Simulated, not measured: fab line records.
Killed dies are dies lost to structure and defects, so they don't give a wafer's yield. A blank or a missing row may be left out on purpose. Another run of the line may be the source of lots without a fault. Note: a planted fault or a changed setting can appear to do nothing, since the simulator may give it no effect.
The tool behind it: which one? / flow berkeley_cmos170 / Sampling: 7 lots, 21 wafers, 4 of 331 route steps

## WHAT EACH GAUGE READ, for each wafer
UCB170_CONTACT_THK_MEAS_02.
lot=L169; measured=day 7 03:06; on=film_metro-02; CONTACT_PSG_THK (nm)=690 692 695
lot=L172; measured=day 7 12:17; on=film_metro-02; CONTACT_PSG_THK (nm)=707 699 704
lot=L174; measured=day 8 20:17; on=film_metro-01; CONTACT_PSG_THK (nm)=1395 1398 1398
lot=L175; measured=day 8 15:49; on=film_metro-03; CONTACT_PSG_THK (nm)=695 689 689
lot=L185; measured=day 10 08:54; on=film_metro-02; CONTACT_PSG_THK (nm)=684 679 683
lot=L188; measured=day 11 01:38; on=film_metro-01; CONTACT_PSG_THK (nm)=689 688 687
lot=L192; measured=day 12 02:59; on=film_metro-01; CONTACT_PSG_THK (nm)=686 684 686

## EACH LOT AND THE TOOL THAT RAN IT (in order: tool; ch and the chambers of the sampled wafers; start)
lot=L169; UCB170_PVT_STRIP_08=plasma_asher-03 ch 0,1, day 5 17:52; UCB170_SILICIDE_RTA_04=rtp_anneal-01 ch 0, day 6 22:01; UCB170_CONTACT_CVD_01=lpcvd-02 ch 0, day 7 00:26
lot=L172; UCB170_PVT_STRIP_08=plasma_asher-03 ch 0,1, day 6 00:50; UCB170_SILICIDE_RTA_04=rtp_anneal-02 ch 0, day 7 10:14; UCB170_CONTACT_CVD_01=lpcvd-01 ch 1, day 7 10:30
lot=L174; UCB170_PVT_STRIP_08=plasma_asher-01 ch 0,1, day 7 06:58; UCB170_SILICIDE_RTA_04=rtp_anneal-02 ch 0, day 8 12:37; UCB170_CONTACT_CVD_01=lpcvd-02 ch 1, day 8 13:08 and lpcvd-01 ch 1, day 8 17:37
lot=L175; UCB170_PVT_STRIP_08=plasma_asher-01 ch 0,1, day 7 07:40; UCB170_SILICIDE_RTA_04=rtp_anneal-02 ch 0, day 8 12:48; UCB170_CONTACT_CVD_01=lpcvd-02 ch 0, day 8 13:08
lot=L185; UCB170_PVT_STRIP_08=plasma_asher-04 ch 0,1, day 8 22:12; UCB170_SILICIDE_RTA_04=rtp_anneal-02 ch 0, day 10 05:57; UCB170_CONTACT_CVD_01=lpcvd-02 ch 0, day 10 06:13
lot=L188; UCB170_PVT_STRIP_08=plasma_asher-01 ch 0,1, day 9 17:35; UCB170_SILICIDE_RTA_04=rtp_anneal-02 ch 0, day 10 21:37; UCB170_CONTACT_CVD_01=lpcvd-02 ch 1, day 10 22:57
lot=L192; UCB170_PVT_STRIP_08=plasma_asher-04 ch 0,1, day 10 16:25; UCB170_SILICIDE_RTA_04=rtp_anneal-01 ch 0, day 11 20:08; UCB170_CONTACT_CVD_01=lpcvd-02 ch 1, day 12 00:18
- UCB170_PVT_STRIP_08: strips in O2.
- UCB170_SILICIDE_RTA_04: time 15 s.
- UCB170_CONTACT_CVD_01: deposits PSG from SiH4/O2/PH3, target thk 700 nm, time 2820 s.

## THE ANSWER, worked out from the rows above alone
Rule: the lots themselves supply what counts as usual. The widest of any qualifying gaps counts: lots, ordered by their means at a reading, are off when they make up no more than a third of the lots, leave a main group of 4 or more, and stand apart from it by 3 or more times the standard deviation of that group's means. Not used: any main group whose means are identical at the precision the tables above print for the reading. Also off: a lot with no number at a reading for which 4 or more lots have one. The other lots that the step has rows for count as sound.
Off: L174, at UCB170_CONTACT_THK_MEAS_02 (CONTACT_PSG_THK). The main group has a mean of 690 nm with a standard deviation of 6.7.
A tool fits if, at a process step before that reading, it ran every lot that is off, and no sound lot after the first of them. Those tools and the gauges at UCB170_CONTACT_THK_MEAS_02 are tried in the same way. One candidate fits, namely lpcvd-01 at UCB170_CONTACT_CVD_01. Its last sound lot is L172 (day 7 10:30), its first lot that is off L174 (day 8 17:37): a fault that began between those two fits.

## WHAT THE SIMULATOR PUT IN
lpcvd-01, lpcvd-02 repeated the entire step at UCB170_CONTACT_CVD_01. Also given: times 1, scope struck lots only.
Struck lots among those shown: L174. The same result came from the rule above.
